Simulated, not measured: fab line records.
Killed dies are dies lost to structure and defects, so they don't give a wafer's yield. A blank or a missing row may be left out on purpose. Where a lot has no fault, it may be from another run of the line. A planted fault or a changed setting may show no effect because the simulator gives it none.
The tool behind it: which one? ; flow rit-cmos ; Sampling: 7 lots, 21 wafers, 2 of 202 route steps

## WHAT THE GAUGES READ, wafer by wafer
RIT_GATE_THK_MEAS_07.
lot;measured;on;GATE_OXIDE_THK (nm)
L400;day 2 21:07;film-metro-01;2.93 2.86 2.92
L409;day 4 23:49;film-metro-04;3.78 3.83 3.77
L411;day 5 09:33;film-metro-01;3.04 3.07 3.01
L413;day 5 16:31;film-metro-01;3.07 3.09 2.99
L415;day 6 05:19;film-metro-01;2.98 2.99 2.95
L419;day 7 00:12;film-metro-02;3.01 3.10 3.09
L421;day 7 09:47;film-metro-01;3.01 3.01 3.01

## TOOL THAT RAN EACH LOT (tool first, then ch and the chambers of the sampled wafers, then the start)
lot;RIT_GATE_OXIDATION_05
L400;furnace-04 ch 0, day 2 19:25
L409;furnace-01 ch 0, day 4 21:10
L411;furnace-03 ch 0, day 5 07:03
L413;furnace-04 ch 0, day 5 15:10
L415;furnace-04 ch 0, day 6 02:41
L419;furnace-03 ch 0, day 6 22:53
L421;furnace-03 ch 0, day 7 06:31
- RIT_GATE_OXIDATION_05: target thk 3 nm, ox time 270 s.

## THE ANSWER, worked out from the rows above alone
Rule: what is usual is taken from the lots themselves. Put in order of their means at a reading, lots are off if they are a third of the lots or fewer, leave a main group of 4 or more, and stand apart from it by a gap of 3 or more times the standard deviation of the main group's means; of several such gaps the widest counts. If all means in a main group match to the digits the tables above print for the reading, that group is not used. Also off: a lot with no number at a reading for which 4 or more lots have one. Where the step has rows for the other lots, those lots are counted as sound.
Off: L409, at RIT_GATE_THK_MEAS_07 (GATE_OXIDE_THK). Main group: mean 3.01 nm, sd 0.055.
If a tool, at a process step before that reading, ran all the lots that are off and no sound lot after the first of them, it fits. Those tools and the gauges at RIT_GATE_THK_MEAS_07 are tried in the same way. 2 tools fit, furnace-01 at RIT_GATE_OXIDATION_05 and film-metro-04 at RIT_GATE_THK_MEAS_07, so this cannot tell which one it is.

## WHAT HAD BEEN PUT IN BY THE SIMULATOR
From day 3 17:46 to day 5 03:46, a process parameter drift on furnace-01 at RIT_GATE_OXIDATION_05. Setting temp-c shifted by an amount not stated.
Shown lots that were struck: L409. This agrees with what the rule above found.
